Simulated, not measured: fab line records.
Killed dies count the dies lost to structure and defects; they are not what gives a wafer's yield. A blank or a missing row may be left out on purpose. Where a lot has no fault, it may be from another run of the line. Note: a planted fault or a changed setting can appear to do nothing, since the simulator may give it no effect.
Which tool is to blame? :: flow berkeley-cmos170 :: 42 wafers from 14 lots sampled at 2 of the route's 331 steps

## WHAT THE GAUGES READ, wafer by wafer
UCB170_V1_THK_MEAS_04. Usual: V1_POLISHED_THK typically reads 1000.2 nm, with standard deviation 1.2.
lot: L640
measured: day 7 14:29
on: film-metro-03
V1_POLISHED_THK (nm): 1000.5 997.7 997.9
flag: 

lot: L641
measured: day 7 14:29
on: film-metro-02
V1_POLISHED_THK (nm): 1001.3 1001.1 1001.8
flag: 

lot: L642
measured: day 7 16:53
on: film-metro-02
V1_POLISHED_THK (nm): 1001.2 1002.5 1001.4
flag: 

lot: L644
measured: day 8 09:02
on: film-metro-03
V1_POLISHED_THK (nm): 998.2 999.7 1000.6
flag: 

lot: L646
measured: day 8 14:46
on: film-metro-01
V1_POLISHED_THK (nm): 1000.4 998.8 998.7
flag: 

lot: L648
measured: day 8 18:34
on: film-metro-03
V1_POLISHED_THK (nm): 1000.5 1001.2 1000.2
flag: 

lot: L649
measured: day 9 07:33
on: film-metro-03
V1_POLISHED_THK (nm): 1001.3 1000.3 1000.6
flag: 

lot: L650
measured: day 9 07:34
on: film-metro-01
V1_POLISHED_THK (nm): 1001.1 1000.5 1000.9
flag: 

lot: L654
measured: day 10 09:41
on: film-metro-03
V1_POLISHED_THK (nm): 1000.3 1001.0 1000.0
flag: 

lot: L658
measured: day 10 16:19
on: film-metro-02
V1_POLISHED_THK (nm): 1001.0 997.3 999.2
flag: 

lot: L659
measured: day 10 16:19
on: film-metro-03
V1_POLISHED_THK (nm): 1000.1 1001.2 1001.8
flag: 

lot: L657
measured: day 10 23:47
on: film-metro-01
V1_POLISHED_THK (nm): 998.7 997.6 999.3
flag: 

lot: L660
measured: day 11 13:11
on: film-metro-01
V1_POLISHED_THK (nm): 1001.0 1001.1 1001.0
flag: 

lot: L663
measured: day 12 01:37
on: film-metro-01
V1_POLISHED_THK (nm): 1000.9 999.8 1000.5
flag: 

UCB170_M2_OVL_MEAS_16. Usual: M2_OVL typically reads 1 nm, with standard deviation 7.1.
lot: L640
measured: day 7 20:09
on: overlay-02
M2_OVL (nm): -1 -2 -1
flag: 

lot: L641
measured: day 7 19:48
on: overlay-02
M2_OVL (nm): 2 6 6
flag: 

lot: L642
measured: day 7 23:26
on: overlay-01
M2_OVL (nm): -4 4 -3
flag: 

lot: L644
measured: day 8 12:56
on: overlay-02
M2_OVL (nm): 3 0 -1
flag: 

lot: L646
measured: day 8 19:19
on: overlay-02
M2_OVL (nm): -3 -11 0
flag: 

lot: L648
measured: day 8 22:46
on: overlay-01
M2_OVL (nm): 1 4 -2
flag: 

lot: L649
measured: day 9 13:01
on: overlay-02
M2_OVL (nm): -4 -4 -8
flag: 

lot: L650
measured: day 9 12:47
on: overlay-01
M2_OVL (nm): 8 1 -1
flag: 

lot: L654
measured: day 10 14:09
on: overlay-02
M2_OVL (nm): 4 14 3
flag: 

lot: L658
measured: day 10 22:22
on: overlay-02
M2_OVL (nm): 16 7 16
flag: 

lot: L659
measured: day 10 22:28
on: overlay-01
M2_OVL (nm): 11 6 5
flag: 

lot: L657
measured: day 11 04:42
on: overlay-02
M2_OVL (nm): 1 -4 -5
flag: 

lot: L660
measured: day 11 18:13
on: overlay-02
M2_OVL (nm): -11 -6 -7
flag: 

lot: L663
measured: day 12 06:58
on: overlay-01
M2_OVL (nm): -2 -4 -1
flag: 

## EACH LOT AND THE TOOL THAT RAN IT (in order: tool; ch and the chambers of the sampled wafers; start)
The record shows no process step preceding these readings.

## AS READ BY THE TOOLS THEMSELVES (means over the sampled wafers that have a number; for cases with no such wafer, the mark the record gives instead)
The record holds no such reading with a usual standard deviation.

## THE ANSWER, worked out from the rows above alone
Rule: a lot is off if the mean of its wafers that have a number lies more than 3 standard deviations from the usual mean. A lot without any number at a reading at which 4 lots or more have one is off too. All remaining lots with rows at the step are treated as sound. The gauges are gone through in route order, then the tools' own readings, and for those a lot's mean is taken as printed above. At the first step where some lot is off, the reading lying furthest off is the one used; lots without a number count as furthest.
None of the lots is off at any reading shown; this tells nothing.

## WHAT HAD BEEN PUT IN BY THE SIMULATOR
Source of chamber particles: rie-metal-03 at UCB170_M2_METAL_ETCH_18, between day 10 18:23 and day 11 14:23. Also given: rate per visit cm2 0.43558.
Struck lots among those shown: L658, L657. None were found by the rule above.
